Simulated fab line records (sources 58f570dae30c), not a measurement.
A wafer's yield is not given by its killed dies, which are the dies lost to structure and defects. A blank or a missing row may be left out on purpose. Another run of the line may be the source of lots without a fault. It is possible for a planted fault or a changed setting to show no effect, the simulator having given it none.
What tool caused it? | flow berkeley_cmos170 | Sampling: 14 lots, 42 wafers, 3 of 331 route steps

== WHAT THE GAUGES READ, wafer by wafer ==
UCB170_V1_CD_MEAS_90 targets a cd of 700 nm.
lot  | measured     | on        | cd_nm (nm)
L863 | day 7 16:30  | cd_sem-02 | 700.8 702.9 701.8
L862 | day 7 16:49  | cd_sem-02 | 700.5 699.6 701.5
L864 | day 7 19:51  | cd_sem-01 | 703.0 700.9 703.3
L866 | day 8 10:41  | cd_sem-02 | 696.3 696.3 695.6
L867 | day 8 17:13  | cd_sem-02 | 700.5 702.6 700.9
L873 | day 10 05:21 | cd_sem-01 | 698.8 701.0 698.1
L876 | day 10 11:23 | cd_sem-01 | 699.8 703.7 702.1
L877 | day 10 11:41 | cd_sem-01 | 699.5 701.0 699.1
L880 | day 10 19:04 | cd_sem-02 | 701.9 699.7 699.1
L878 | day 10 19:29 | cd_sem-01 | 702.9 701.9 703.1
L879 | day 11 02:19 | cd_sem-01 | 698.2 700.1 699.5
L882 | day 11 16:04 | cd_sem-01 | 699.2 697.7 700.4
L883 | day 11 16:22 | cd_sem-01 | 696.3 698.3 697.7
L885 | day 12 03:43 | cd_sem-02 | 699.6 700.2 700.3

UCB170_V2_BOW_MEAS_03.
lot  | measured     | on            | V2_BOW (um)
L863 | day 7 20:48  | film_metro-03 | 36 37 33
L862 | day 7 21:10  | film_metro-03 | 26 31 37
L864 | day 8 00:30  | film_metro-03 | 38 42 26
L866 | day 8 13:56  | film_metro-04 | 26 35 12
L867 | day 8 20:52  | film_metro-01 | 34 35 19
L873 | day 10 09:52 | film_metro-01 | 33 53 32
L876 | day 10 15:09 | film_metro-04 | 33 38 28
L877 | day 10 15:16 | film_metro-01 | 40 40 34
L880 | day 10 23:22 | film_metro-01 | 51 49 28
L878 | day 10 23:52 | film_metro-03 | 36 38 33
L879 | day 11 05:43 | film_metro-01 | 42 42 25
L882 | day 11 19:19 | film_metro-04 | 31 43 39
L883 | day 11 19:44 | film_metro-03 | 47 36 34
L885 | day 12 07:58 | film_metro-01 | 46 36 32

UCB170_V2_OVL_MEAS_13.
lot  | measured     | on         | V2_OVL (nm)
L863 | day 7 23:32  | overlay-02 | 11 -1 0
L862 | day 7 23:41  | overlay-01 | 5 3 -1
L864 | day 8 02:27  | overlay-02 | -1 3 7
L866 | day 8 15:16  | overlay-02 | 4 -11 5
L867 | day 8 22:11  | overlay-02 | 3 8 7
L873 | day 10 11:40 | overlay-01 | -1 -4 -6
L876 | day 10 16:35 | overlay-02 | 5 9 3
L877 | day 10 16:50 | overlay-01 | 10 -1 5
L880 | day 11 01:20 | overlay-02 | 0 0 2
L878 | day 11 01:53 | overlay-02 | 6 -1 4
L879 | day 11 07:10 | overlay-01 | 11 -2 9
L882 | day 11 20:53 | overlay-01 | 7 4 9
L883 | day 11 21:09 | overlay-02 | 11 -4 4
L885 | day 12 09:36 | overlay-02 | -2 9 4

== TOOL THAT RAN EACH LOT (tool first, then ch and the chambers of the sampled wafers, then the start) ==
The record shows no process step preceding these readings.

== AS READ BY THE TOOLS THEMSELVES (means over the sampled wafers that have a number; for cases with no such wafer, the mark the record gives instead) ==
The record holds no such reading with a usual standard deviation.

== THE ANSWER, worked out from the rows above alone ==
Rule: the lots themselves supply what counts as usual. The widest of any qualifying gaps counts: lots, ordered by their means at a reading, are off when they make up no more than a third of the lots, leave a main group of 4 or more, and stand apart from it by 3 or more times the standard deviation of that group's means. If all means in a main group match to the digits the tables above print for the reading, that group is not used. A lot without any number at a reading at which 4 lots or more have one is off too. The other lots that the step has rows for count as sound. First the gauges in route order, then the tools' own readings, where a lot's mean is used as printed above. At the first step where some lot is off, the reading lying furthest off is the one used; lots without a number count as furthest.
Across all readings shown, no lot is off: no conclusion can be drawn from this.

== WHAT WAS PUT IN BY THE SIMULATOR ==
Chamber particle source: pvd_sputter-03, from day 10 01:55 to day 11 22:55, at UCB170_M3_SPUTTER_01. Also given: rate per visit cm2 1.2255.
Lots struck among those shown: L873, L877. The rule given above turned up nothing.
